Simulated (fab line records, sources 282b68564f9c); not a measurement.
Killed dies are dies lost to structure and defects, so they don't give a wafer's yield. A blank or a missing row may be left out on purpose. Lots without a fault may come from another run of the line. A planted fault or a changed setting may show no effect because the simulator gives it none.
fab line records | flow rit_cmos
record lots=5 wafers=23
route steps=202 shown NRETRO@54 PRETRO@71 GATE@84 NLDD@104 PLDD@116 PSD@150 SDANNEAL@155 SILICIDE@162
start_h: hours from the record's first day to the start of the lot's first wafer shown | wait_h: hours since the lot's step before | " the same as in the row above | L1.1+2: a row that stands for several wafers | - no value, or no start given | * or withheld: withheld | < > ~ a bound
route shown NAME@n: a module of which the file shows steps, and the number in the route of the first | usual: mean/standard deviation of fault-free wafers | same: alike in all rows | chamber/n: place in a boat | sites: the reading at each site | _std_site: their standard deviation | _edge_site: outer sites' mean less inner sites' | radius_mm: how far each site lies from the wafer's centre | mask NAME#n: copy n | behind: the tool/chamber that last shaped the wafer | hold: why the lot was held/for how many hours/how that ended | device: the transistor (n, p or np) that didn't switch | end of line: the same wafers' tests at the end of the route | a step without rows: its recipe alone | killed: dies lost to structure and defects at the first sort, not the wafer's yield | map: a wafer's dies, x killed, . not, _ none there
set.NAME: the setting as run; set.NAME@STEP: as run at that earlier step | model.NAME: the simulator's own value behind a step, which no gauge read
lots whose settings were changed on purpose; a table a step, a row a wafer
## steps
# step RIT_NRETRO_COAT_01
# recipe resist=NOVOLAK spin_rpm=2000 resist_thk_nm=1300
# columns lot.wafer tool chamber start_h wait_h set.resist_thk_nm model.NOVOLAK_of_NRETRO_COAT_01.thk_nm
L079.1 litho_track-01 0 56.15 0.1 1362 1365
L079.3 " 0 " " 1300 1303
L079.4 " 0 " " 1362 1362
L079.5 " 0 " " 1362 1366
L079.6 " 0 " " 1300 1302
L080.1+4 litho_track-01 0 60.31 0.1 1300 1297
L080.2 " 0 " " 1248 1246
L080.3 " 0 " " 1248 1245
L080.5 " 0 " " 1248 1244
L081.1+3 litho_track-02 0 64.20 0.1 1268 1271
L081.2 " 0 " " 1268 1274
L081.4 " 0 " " 1300 1304
L081.5 " 0 " " 1300 1302
L084.1 litho_track-04 0 80.91 0.1 1300 1299
L084.4 " 0 " " 1300 1298
L084.6 " 0 " " 1300 1300
L085.2 litho_track-02 0 87.47 0.1 1351 1348
L085.3 " 0 " " 1351 1349
L085.4+6 " 0 " " 1300 1300
L085.5 " 0 " " 1351 1351
# step RIT_NRETRO_SOFTBAKE_02
# recipe resist=NOVOLAK temp_c=90 time_s=60
# step RIT_NRETRO_EXPOSE_03
# recipe mask_id=M4 na=0.57 target_cd_nm=43900 dose_mj=250
# step RIT_NRETRO_DEVELOP_05
# recipe resist=NOVOLAK develop_time_s=68 dev_temp_c=23
# step RIT_NRETRO_HARDBAKE_07
# recipe resist=NOVOLAK temp_c=140 time_s=120
# columns lot.wafer tool chamber start_h wait_h set.resist_thk_nm@NRETRO_COAT_01 model.NOVOLAK_of_NRETRO_COAT_01.thk_nm
L079.1 litho_track-02 0 57.04 0.0 1362 1193
L079.3+6 " 0 " " 1300 1139
L079.4 " 0 " " 1362 1190
L079.5 " 0 " " 1362 1194
L080.1 litho_track-02 0 61.41 0.2 1300 1134
L080.2 " 0 " " 1248 1090
L080.3+5 " 0 " " 1248 1089
L080.4 " 0 " " 1300 1135
L081.1+3 litho_track-01 0 65.11 0.0 1268 1112
L081.2 " 0 " " 1268 1114
L081.4 " 0 " " 1300 1141
L081.5 " 0 " " 1300 1139
L084.1 litho_track-01 0 81.84 0.0 1300 1136
L084.4 " 0 " " 1300 1135
L084.6 " 0 " " 1300 1137
L085.2 litho_track-01 0 88.25 0.1 1351 1178
L085.3 " 0 " " 1351 1179
L085.4+6 " 0 " " 1300 1137
L085.5 " 0 " " 1351 1181
# step RIT_PRETRO_HARDBAKE_07
# recipe resist=NOVOLAK temp_c=140 time_s=120
# columns lot.wafer tool chamber start_h wait_h set.temp_c model.NOVOLAK_of_PRETRO_COAT_01.thk_nm
L079.1+5 litho_track-01 0 58.59 0.0 140 1139
L079.3+4 " 0 " " 140 1137
L079.6 " 0 " " 140 1138
L080.1 litho_track-04 0 62.96 0.0 140 1134
L080.2 " 0 " " 140 1137
L080.3 " 0 " " 136.9 1147
L080.4 " 0 " " 140 1136
L080.5 " 0 " " 136.9 1142
L081.1 litho_track-04 0 66.66 0.0 140 1136
L081.2 " 0 " " 138.6 1139
L081.3 " 0 " " 140 1138
L081.4 " 0 " " 138.6 1142
L081.5 " 0 " " 140 1139
L084.1 litho_track-04 0 83.39 0.0 140 1142
L084.4 " 0 " " 140 1141
L084.6 " 0 " " 140 1143
L085.2 litho_track-03 0 89.81 0.1 140 1140
L085.3 " 0 " " 143.8 1132
L085.4 " 0 " " 140 1138
L085.5 " 0 " " 143.8 1133
L085.6 " 0 " " 143.8 1130
# step RIT_GATE_CVD_08
# recipe material=poly-Si target_thk_nm=250 temp_c=610 precursor=SiH4 time_s=2220 pressure_mtorr=300 sih4_flow_sccm=100
# columns lot.wafer tool chamber start_h wait_h set.temp_c model.poly-Si_of_GATE_CVD_08.thk_nm
L079.1 - - - 1.2 594.7 175.2
L079.3+4 " - " " 594.7 174
L079.5 " - " " 594.7 174.3
L079.6 " - " " 594.7 172.6
L080.1 - - - 0.1 610 254.1
L080.2 " - " " 610 251.7
L080.3 " - " " 610 254.4
L080.4 " - " " 610 251.8
L080.5 " - " " 610 252.9
L081.1 - - - 0.1 622.9 336.7
L081.2 " - " " 622.9 336.6
L081.3 " - " " 622.9 339.1
L081.4 " - " " 622.9 341.2
L081.5 " - " " 622.9 338
L084.1 lpcvd-01 1 88.77 1.5 610 249.2
L084.4 " 1 " " 610 250.4
L084.6 " 1 " " 610 249.3
L085.2 - - - 0.0 599.3 194.6
L085.3 " - " " 599.3 193.5
L085.4 " - " " 599.3 193.9
L085.5 " - " " 599.3 193
L085.6 " - " " 599.3 195.1
# step RIT_GATE_THK_MEAS_09
# recipe reads=poly-Si_of_GATE_CVD_08
# usual GATE_POLY_THK=250.1/1.9
# columns lot.wafer tool chamber start_h wait_h set.temp_c@GATE_CVD_08 GATE_POLY_THK[nm]
L079.1 film_metro-01 - - - 594.7 175.1
L079.3 " - " " 594.7 174.2
L079.4 " - " " 594.7 174.0
L079.5 " - " " 594.7 174.3
L079.6 " - " " 594.7 172.7
L080.1 film_metro-03 - - - 610 254.1
L080.2 " - " " 610 251.7
L080.3 " - " " 610 254.3
L080.4 " - " " 610 251.7
L080.5 " - " " 610 252.8
L081.1 film_metro-01 - - - 622.9 336.8
L081.2 " - " " 622.9 336.4
L081.3 " - " " 622.9 339.5
L081.4 " - " " 622.9 341.0
L081.5 " - " " 622.9 338.2
L084.1 film_metro-01 - 91.20 0.0 610 249.1
L084.4 " - " " 610 250.2
L084.6 " - " " 610 249.3
L085.2 film_metro-01 - - - 599.3 194.6
L085.3 " - " " 599.3 193.7
L085.4 " - " " 599.3 193.9
L085.5 " - " " 599.3 192.9
L085.6 " - " " 599.3 195.0
# step RIT_GATE_SOFTBAKE_12
# recipe resist=NOVOLAK temp_c=90 time_s=60
# columns lot.wafer tool chamber start_h wait_h set.temp_c
L079.1+4+6 litho_track-02 0 66.38 0.1 87.46
L079.3+5 " 0 " " 90
L080.1+3+5 litho_track-01 0 67.44 0.1 90
L080.2+4 " 0 " " 88.87
L081.1+3 litho_track-03 0 72.46 0.1 86.28
L081.2+4+5 " 0 " " 90
L084.1+4+6 litho_track-02 0 91.56 0.1 90
L085.2+4+5 litho_track-01 0 95.44 0.1 90
L085.3+6 " 0 " " 91.24
# step RIT_GATE_EXPOSE_13
# recipe mask_id=M6 na=0.6 source_shape=conventional sigma_outer=0.6 target_cd_nm=150 dose_mj=380
# step RIT_GATE_PEB_14
# recipe resist=NOVOLAK temp_c=withheld time_s=withheld
# step RIT_GATE_DEVELOP_15
# recipe resist=NOVOLAK develop_time_s=50 dev_temp_c=23
# columns lot.wafer tool chamber start_h wait_h set.temp_c@GATE_SOFTBAKE_12 model.NOVOLAK_of_GATE_COAT_11.thk_nm
L079.1 litho_track-02 0 - - 87.46 857.5
L079.3 " 0 " " 90 850.8
L079.4 " 0 " " 87.46 856.1
L079.5 " 0 " " 90 847.6
L079.6 " 0 " " 87.46 856.8
L080.1 litho_track-01 0 - - 90 846.9
L080.2 " 0 " " 88.87 848.5
L080.3 " 0 " " 90 847.2
L080.4 " 0 " " 88.87 849
L080.5 " 0 " " 90 848.4
L081.1 litho_track-02 0 - - 86.28 856.9
L081.2 " 0 " " 90 850.4
L081.3 " 0 " " 86.28 856.6
L081.4 " 0 " " 90 848.7
L081.5 " 0 " " 90 847.8
L084.1 litho_track-02 0 - - 90 848.9
L084.4 " 0 " " 90 850.7
L084.6 " 0 " " 90 851.7
L085.2 litho_track-01 0 - - 90 849.3
L085.3 " 0 " " 91.24 846.5
L085.4 " 0 " " 90 849
L085.5 " 0 " " 90 849.8
L085.6 " 0 " " 91.24 847.8
# step RIT_GATE_HARDBAKE_18
# recipe resist=NOVOLAK temp_c=140 time_s=60
# step RIT_GATE_ETCH_19
# recipe chemistry=SF6/CHF3/O2 time_s=159.1 SF6_flow_sccm=30 CHF3_flow_sccm=30 O2_flow_sccm=5 target=poly-Si pressure_mtorr=40 rf_w=160 target_depth_a=3125 over_etch_frac=0.25 stop_on=SiO2
# usual oes_product_au=0.875/0.011
# columns lot.wafer tool chamber start_h wait_h set.temp_c@GATE_CVD_08 oes_product_au model.GATE.feature_depth_nm model.etch.depth_nm
L079.1 rie_si-02 2 67.23 0.1 594.7 0.703 175.2 175.2
L079.3 " 1 " " 594.7 0.697 174 174
L079.4 " 3 " " 594.7 0.677 174 174
L079.5 " 2 " " 594.7 0.697 174.3 174.3
L079.6 " 3 " " 594.7 0.671 172.6 172.6
L080.1 rie_si-01 0 68.42 0.1 610 0.891 254.1 254.1
L080.2 " 3 " " 610 0.884 251.7 251.7
L080.3 " 1 " " 610 0.882 254.4 254.4
L080.4 " 1 " " 610 0.876 251.8 251.8
L080.5 " 3 " " 610 0.875 252.9 252.9
L081.1 rie_si-02 2 73.32 0.1 622.9 1.034 304.1 304.1
L081.2 " 0 " " 622.9 1.005 305.7 305.7
L081.3 " 1 " " 622.9 1.016 302.1 302.1
L081.4 " 3 " " 622.9 0.976 295.6 295.6
L081.5 " 2 " " 622.9 1.022 300.2 300.2
L084.1 rie_si-01 3 92.41 0.1 610 0.875 249.2 249.2
L084.4 " 1 " " 610 0.873 250.4 250.4
L084.6 " 1 " " 610 0.879 249.3 249.3
L085.2 rie_si-02 1 96.55 0.1 599.3 0.743 194.6 194.6
L085.3 " 3 " " 599.3 0.725 193.5 193.5
L085.4 " 0 " " 599.3 0.723 193.9 193.9
L085.5 " 3 " " 599.3 0.724 193 193
L085.6 " 0 " " 599.3 0.729 195.1 195.1
# step RIT_NLDD_COAT_01
# recipe resist=NOVOLAK spin_rpm=3250 resist_thk_nm=1000
# columns lot.wafer tool chamber start_h wait_h set.resist_thk_nm model.NOVOLAK_of_NLDD_COAT_01.thk_nm
L079.1 litho_track-02 0 70.86 0.1 1024 1020
L079.3 " 0 " " 1024 1021
L079.4 " 0 " " 1000 996.5
L079.5 " 0 " " 1000 998.8
L079.6 " 0 " " 1000 999.5
L080.1+3 litho_track-03 0 73.39 0.1 954.5 950.2
L080.2 " 0 " " 1000 996.4
L080.4 " 0 " " 954.5 950.1
L080.5 " 0 " " 1000 993.9
L081.1 litho_track-03 0 77.05 0.1 946.8 948.4
L081.2 " 0 " " 946.8 948.6
L081.3 " 0 " " 1000 1002
L081.4 " 0 " " 946.8 946.2
L081.5 " 0 " " 1000 1000
L084.1 litho_track-03 0 96.14 0.1 1000 996.6
L084.4 " 0 " " 1000 994.1
L084.6 " 0 " " 1000 996
L085.2 litho_track-03 0 101.10 0.1 1035 1038
L085.3 " 0 " " 1000 1004
L085.4 " 0 " " 1035 1034
L085.5 " 0 " " 1000 1002
L085.6 " 0 " " 1035 1037
# step RIT_NLDD_SOFTBAKE_02
# recipe resist=NOVOLAK temp_c=90 time_s=60
# step RIT_NLDD_EXPOSE_03
# recipe mask_id=M7 na=0.57 target_cd_nm=40700 dose_mj=250
# step RIT_NLDD_DEVELOP_05
# recipe resist=NOVOLAK develop_time_s=50 dev_temp_c=23
# step RIT_NLDD_HARDBAKE_07
# recipe resist=NOVOLAK temp_c=140 time_s=60
# columns lot.wafer tool chamber start_h wait_h set.resist_thk_nm@NLDD_COAT_01 model.NOVOLAK_of_NLDD_COAT_01.thk_nm
L079.1 litho_track-04 0 71.73 0.0 1024 901.6
L079.3 " 0 " " 1024 902.3
L079.4 " 0 " " 1000 880.8
L079.5 " 0 " " 1000 882.8
L079.6 " 0 " " 1000 883.3
L080.1 litho_track-02 0 74.25 0.0 954.5 840.2
L080.2 " 0 " " 1000 880.6
L080.3+4 " 0 " " 954.5 840.1
L080.5 " 0 " " 1000 878.4
L081.1 litho_track-02 0 77.79 0.0 946.8 838.7
L081.2 " 0 " " 946.8 838.8
L081.3 " 0 " " 1000 885.4
L081.4 " 0 " " 946.8 836.6
L081.5 " 0 " " 1000 883.7
L084.1 litho_track-03 0 96.87 0.0 1000 880.8
L084.4 " 0 " " 1000 878.6
L084.6 " 0 " " 1000 880.3
L085.2 litho_track-02 0 101.84 0.0 1035 916.7
L085.3 " 0 " " 1000 887.7
L085.4 " 0 " " 1035 913.8
L085.5 " 0 " " 1000 885.5
L085.6 " 0 " " 1035 916.5
# step RIT_NLDD_IMPLANT_08
# recipe species=P energy_kev=20 dose_cm2=5e+14 tilt_deg=7
# columns lot.wafer tool chamber start_h wait_h set.energy_kev model.implant.rp_nm model.implant.drp_nm
L079.1+3+4+5+6 implanter-02 0 71.88 0.1 20 27.77 12.97
L080.1+5 implanter-01 0 74.40 0.1 20 28.53 12.97
L080.2+3+4 " 0 " " 19.34 27.89 12.71
L081.1+2 implanter-01 0 77.94 0.1 20 27.97 12.97
L081.3+4+5 " 0 " " 19.48 27.48 12.76
L084.1+4+6 implanter-02 0 97.02 0.1 20 29.58 12.97
L085.2+3 implanter-02 0 101.99 0.1 20 27.28 12.97
L085.4+5+6 " 0 " " 18.88 26.24 12.53
# step RIT_PLDD_SOFTBAKE_02
# recipe resist=NOVOLAK temp_c=90 time_s=60
# columns lot.wafer tool chamber start_h wait_h set.temp_c
L079.1+5 litho_track-04 0 72.56 0.1 87.28
L079.3+4+6 " 0 " " 90
L080.1+2+3+4+5 litho_track-04 0 75.08 0.1 90
L081.1+3+5 litho_track-04 0 78.62 0.1 91.77
L081.2+4 " 0 " " 90
L084.1+4+6 litho_track-04 0 97.71 0.1 90
L085.2+3+6 litho_track-01 0 102.67 0.1 90
L085.4+5 " 0 " " 92.83
# step RIT_PLDD_EXPOSE_03
# recipe mask_id=M8 na=0.57 target_cd_nm=40900 dose_mj=250
# step RIT_PLDD_PEB_04
# recipe resist=NOVOLAK temp_c=withheld time_s=withheld
# step RIT_PLDD_DEVELOP_05
# recipe resist=NOVOLAK develop_time_s=50 dev_temp_c=23
# columns lot.wafer tool chamber start_h wait_h set.temp_c@PLDD_SOFTBAKE_02 model.NOVOLAK_of_PLDD_COAT_01.thk_nm
L079.1+5 litho_track-02 0 - - 87.28 1005
L079.3 " 0 " " 90 996.7
L079.4 " 0 " " 90 998.1
L079.6 " 0 " " 90 996.9
L080.1 litho_track-01 0 - - 90 998.1
L080.2 " 0 " " 90 993.9
L080.3 " 0 " " 90 997
L080.4 " 0 " " 90 996.7
L080.5 " 0 " " 90 997.4
L081.1 litho_track-04 0 - - 91.77 995.3
L081.2 " 0 " " 90 998.1
L081.3 " 0 " " 91.77 994.7
L081.4 " 0 " " 90 1000
L081.5 " 0 " " 91.77 992.5
L084.1 litho_track-01 0 - - 90 997
L084.4 " 0 " " 90 995.9
L084.6 " 0 " " 90 994.1
L085.2 litho_track-04 0 - - 90 997.2
L085.3 " 0 " " 90 995
L085.4 " 0 " " 92.83 989.7
L085.5 " 0 " " 92.83 987.3
L085.6 " 0 " " 90 995.8
# step RIT_PSD_IMPLANT_08
# recipe species=BF2 energy_kev=27 dose_cm2=5e+15 tilt_deg=7
# columns lot.wafer tool chamber start_h wait_h set.dose_cm2
L079.1+4+5 implanter-04 0 78.88 0.1 5.302e+15
L079.3+6 " 0 " " 5e+15
L080.1+2+3+4+5 implanter-03 0 81.55 0.1 5e+15
L081.1+4 implanter-03 0 85.24 0.1 5e+15
L081.2+3+5 " 0 " " 5.278e+15
L084.1+4+6 implanter-03 0 104.08 0.1 5e+15
L085.2+4+6 implanter-01 0 109.22 0.1 5e+15
L085.3+5 " 0 " " 5.103e+15
# step RIT_PSD_STRIP_09
# recipe chemistry=O2 time_s=180 resist=NOVOLAK platen_temp_c=withheld power_w=500 pressure_mtorr=4000 o2_flow_sccm=4000
# step RIT_SDANNEAL_CLEAN_02
# recipe chemistry=SC2 mix=3:3:50 time_s=600 temp_c=75 dry=n2_spin
# step RIT_SDANNEAL_RTA_03
# recipe temp_c=1050 time_s=5 idle_temp_c=600 ramp_up_c_per_s=342 ramp_down_c_per_s=171 cool_to_c=600 ambient=N2
# step RIT_SDANNEAL_RS_MEAS_04
# recipe thk_meas_gauge=four-point-probe
# usual PSD_RS=115.76/0.24
# columns lot.wafer tool chamber start_h wait_h set.dose_cm2@PSD_IMPLANT_08 PSD_RS[ohm/sq]
L079.1 film_metro-01 - 79.87 0.0 5.302e+15 114.91
L079.3 " - " " 5e+15 115.95
L079.4 " - " " 5.302e+15 114.75
L079.5 " - " " 5.302e+15 115.27
L079.6 " - " " 5e+15 116.13
L080.1 film_metro-01 - 82.36 0.0 5e+15 115.53
L080.2 " - " " 5e+15 115.63
L080.3 " - " " 5e+15 115.52
L080.4 " - " " 5e+15 115.67
L080.5 " - " " 5e+15 115.74
L081.1 film_metro-02 - 86.05 0.0 5e+15 115.94
L081.2 " - " " 5.278e+15 114.94
L081.3 " - " " 5.278e+15 115.12
L081.4 " - " " 5e+15 115.86
L081.5 " - " " 5.278e+15 115.13
L084.1 film_metro-02 - 104.94 0.1 5e+15 115.95
L084.4 " - " " 5e+15 115.86
L084.6 " - " " 5e+15 115.85
L085.2 film_metro-02 - 110.02 0.1 5e+15 115.79
L085.3 " - " " 5.103e+15 115.89
L085.4 " - " " 5e+15 115.65
L085.5 " - " " 5.103e+15 115.69
L085.6 " - " " 5e+15 115.86
# step RIT_SILICIDE_SPUTTER_01
# recipe material=Ti target_thk_nm=30 power_w=350 chamber_pressure_pa=0.667 gas=Ar time_s=240 substrate_temp_c=25
# columns lot.wafer tool chamber start_h wait_h set.power_w model.Ti_of_SILICIDE_SPUTTER_01.thk_nm
L079.1 pvd_sputter-02 - 80.36 0.0 350 30.31
L079.3 " - " " 350 30.53
L079.4 " - " " 350 30.38
L079.5 " - " " 350 30.24
L079.6 " - " " 350 30.21
L080.1 pvd_sputter-03 - 82.85 0.0 311.8 26.9
L080.2 " - " " 350 29.8
L080.3 " - " " 311.8 26.44
L080.4 " - " " 350 29.89
L080.5 " - " " 311.8 26.57
L081.1 pvd_sputter-02 - 86.55 0.0 367.4 31.31
L081.2 " - " " 367.4 31.08
L081.3 " - " " 350 30.08
L081.4 " - " " 350 29.8
L081.5 " - " " 350 29.97
L084.1 pvd_sputter-03 - 105.44 0.0 350 30.81
L084.4 " - " " 350 30.51
L084.6 " - " " 350 30.76
L085.2 pvd_sputter-02 - 110.49 0.0 350 30.28
L085.3 " - " " 320.6 27.9
L085.4 " - " " 320.6 27.85
L085.5 " - " " 350 30.4
L085.6 " - " " 320.6 27.62
# step RIT_SILICIDE_RS_MEAS_02
# recipe thk_meas_gauge=four-point-probe reads=Ti_of_SILICIDE_SPUTTER_01
# usual SILICIDE_TI_RS=47.5/0.58
# columns lot.wafer tool chamber start_h wait_h set.power_w@SILICIDE_SPUTTER_01 SILICIDE_TI_RS[ohm/sq]
L079.1 film_metro-01 - 80.51 0.1 350 47.1
L079.3 " - " " 350 46.8
L079.4 " - " " 350 47.0
L079.5 " - " " 350 47.2
L079.6 " - " " 350 47.4
L080.1 film_metro-04 - 83.00 0.1 311.8 54.9
L080.2 " - " " 350 48.3
L080.3 " - " " 311.8 56.2
L080.4 " - " " 350 48.2
L080.5 " - " " 311.8 55.9
L081.1 film_metro-01 - 86.70 0.1 367.4 45.2
L081.2 " - " " 367.4 45.8
L081.3 " - " " 350 47.7
L081.4 " - " " 350 48.2
L081.5 " - " " 350 47.7
L084.1 film_metro-04 - 105.59 0.1 350 46.4
L084.4 " - " " 350 46.9
L084.6 " - " " 350 46.6
L085.2 film_metro-03 - 110.66 0.1 350 47.3
L085.3 " - " " 320.6 52.5
L085.4 " - " " 320.6 52.5
L085.5 " - " " 350 47.0
L085.6 " - " " 320.6 53.0
# step RIT_SILICIDE_THK_MEAS_03
# recipe thk_meas_gauge=xrf reads=Ti_of_SILICIDE_SPUTTER_01
# usual SILICIDE_TI_THK=30.4/0.36
# columns lot.wafer tool chamber start_h wait_h set.power_w@SILICIDE_SPUTTER_01 SILICIDE_TI_THK[nm]
L079.1 film_metro-01 - 80.63 0.1 350 30.5
L079.3 " - " " 350 30.7
L079.4 " - " " 350 30.3
L079.5 " - " " 350 30.3
L079.6 " - " " 350 30.3
L080.1 film_metro-04 - 83.12 0.1 311.8 27.2
L080.2 " - " " 350 30.0
L080.3 " - " " 311.8 26.8
L080.4 " - " " 350 30.2
L080.5 " - " " 311.8 26.8
L081.1 film_metro-01 - 86.82 0.1 367.4 31.5
L081.2 " - " " 367.4 31.2
L081.3 " - " " 350 30.2
L081.4 " - " " 350 29.9
L081.5 " - " " 350 30.2
L084.1 film_metro-04 - 105.71 0.1 350 31.3
L084.4 " - " " 350 30.9
L084.6 " - " " 350 31.2
L085.2 film_metro-03 - 110.77 0.1 350 30.3
L085.3 " - " " 320.6 28.1
L085.4 " - " " 320.6 27.9
L085.5 " - " " 350 30.6
L085.6 " - " " 320.6 27.7
## key
split step=RIT_NRETRO_COAT_01 setting=resist_thk_nm stated=1300 by=wafer
response step=RIT_NRETRO_COAT_01 reading=model.NOVOLAK_of_NRETRO_COAT_01.thk_nm change=+12.8 per=1% r=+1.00
response step=RIT_NRETRO_HARDBAKE_07 reading=model.NOVOLAK_of_NRETRO_COAT_01.thk_nm change=+11.1 per=1% r=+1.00
split step=RIT_PRETRO_HARDBAKE_07 setting=temp_c stated=140 by=wafer
response step=RIT_PRETRO_HARDBAKE_07 reading=model.NOVOLAK_of_PRETRO_COAT_01.thk_nm change=-3.2 per=1% r=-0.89
split step=RIT_GATE_CVD_08 setting=temp_c stated=610 by=lot
response step=RIT_GATE_CVD_08 reading=model.poly-Si_of_GATE_CVD_08.thk_nm change=+35.6 per=1% r=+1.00
response step=RIT_GATE_THK_MEAS_09 reading=GATE_POLY_THK change=+35.6 per=1% r=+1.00
response step=RIT_GATE_ETCH_19 reading=oes_product_au change=+0.0717 per=1% r=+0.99
response step=RIT_GATE_ETCH_19 reading=model.GATE.feature_depth_nm change=+28.2 per=1% r=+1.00
response step=RIT_GATE_ETCH_19 reading=model.etch.depth_nm change=+28.2 per=1% r=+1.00
split step=RIT_GATE_SOFTBAKE_12 setting=temp_c stated=90 by=wafer
response step=RIT_GATE_DEVELOP_15 reading=model.NOVOLAK_of_GATE_COAT_11.thk_nm change=-2.05 per=1% r=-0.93
split step=RIT_NLDD_COAT_01 setting=resist_thk_nm stated=1000 by=wafer
response step=RIT_NLDD_COAT_01 reading=model.NOVOLAK_of_NLDD_COAT_01.thk_nm change=+9.82 per=1% r=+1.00
response step=RIT_NLDD_HARDBAKE_07 reading=model.NOVOLAK_of_NLDD_COAT_01.thk_nm change=+8.59 per=1% r=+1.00
split step=RIT_NLDD_IMPLANT_08 setting=energy_kev stated=20 by=wafer
response step=RIT_NLDD_IMPLANT_08 reading=model.implant.rp_nm change=+0.188 per=1% r=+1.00
response step=RIT_NLDD_IMPLANT_08 reading=model.implant.drp_nm change=+0.079 per=1% r=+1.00
split step=RIT_PLDD_SOFTBAKE_02 setting=temp_c stated=90 by=wafer
response step=RIT_PLDD_DEVELOP_05 reading=model.NOVOLAK_of_PLDD_COAT_01.thk_nm change=-2.44 per=1% r=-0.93
split step=RIT_PSD_IMPLANT_08 setting=dose_cm2 stated=5e+15 by=wafer
response step=RIT_SDANNEAL_RS_MEAS_04 reading=PSD_RS change=-0.154 per=1% r=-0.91
split step=RIT_SILICIDE_SPUTTER_01 setting=power_w stated=350 by=wafer
response step=RIT_SILICIDE_SPUTTER_01 reading=model.Ti_of_SILICIDE_SPUTTER_01.thk_nm change=+0.292 per=1% r=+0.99
response step=RIT_SILICIDE_RS_MEAS_02 reading=SILICIDE_TI_RS change=-0.649 per=1% r=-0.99
response step=RIT_SILICIDE_THK_MEAS_03 reading=SILICIDE_TI_THK change=+0.294 per=1% r=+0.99
